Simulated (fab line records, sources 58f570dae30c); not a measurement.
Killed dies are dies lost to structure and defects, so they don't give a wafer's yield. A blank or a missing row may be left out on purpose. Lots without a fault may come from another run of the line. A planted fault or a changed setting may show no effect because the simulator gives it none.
Which tool did it? | flow berkeley_cmos170 | 13 lots, 39 wafers sampled, at 1 step of a route of 331

WHAT THE GAUGES READ, wafer by wafer
UCB170_PWELL_THK_MEAS_06. Usual: PWELL_NITRIDE_THK 221.1 nm, standard deviation 1.7.
lot  | measured    | on            | PWELL_NITRIDE_THK (nm) | flag
L640 | day 2 20:25 | film_metro-04 | 218.3 221.3 219.2      |
L641 | day 3 01:53 | film_metro-03 | 220.3 219.6 219.3      |
L643 | day 3 20:54 | film_metro-02 | 219.3 222.4 220.9      |
L644 | day 3 20:54 | film_metro-04 | 219.6 220.1 219.2      |
L645 | day 4 02:09 | film_metro-04 | 224.2 222.4 223.7      |
L646 | day 4 11:26 | film_metro-02 | 223.2 223.9 222.3      |
L648 | day 4 20:31 | film_metro-03 | 220.3 221.3 221.8      |
L649 | day 5 02:56 | film_metro-02 | 224.6 220.1 221.0      |
L651 | day 5 02:56 | film_metro-03 | 221.0 222.4 221.0      |
L650 | day 5 02:57 | film_metro-04 | 220.8 219.1 219.7      |
L653 | day 5 18:26 | film_metro-02 | 221.1 220.5 220.2      |
L658 | day 6 18:31 | film_metro-03 | 221.2 222.5 220.9      |
L662 | day 7 14:49 | film_metro-04 | 218.6 219.0 219.7      |

WHICH TOOL RAN EACH LOT (tool, then ch and the chambers of the sampled wafers, then the start)
The record holds no process step before these readings.

WHAT THE TOOLS THEMSELVES READ (means of the sampled wafers that have a number; where no wafer has one, the mark that the record gives instead)
The record holds no such reading with a usual standard deviation.

THE ANSWER, worked out from the rows above alone
Rule: a lot is off if the mean of its wafers that have a number lies more than 3 standard deviations from the usual mean. A lot without any number at a reading at which 4 lots or more have one is off too. The other lots that the step has rows for count as sound. The gauges are gone through in route order, then the tools' own readings, and for those a lot's mean is taken as printed above. The first step at which some lot is off is used, and at that step the reading that is off furthest; a lot without a number counts as furthest.
No lot is off at any reading shown: from this, nothing can be told.

WHAT THE SIMULATOR HAD PUT IN
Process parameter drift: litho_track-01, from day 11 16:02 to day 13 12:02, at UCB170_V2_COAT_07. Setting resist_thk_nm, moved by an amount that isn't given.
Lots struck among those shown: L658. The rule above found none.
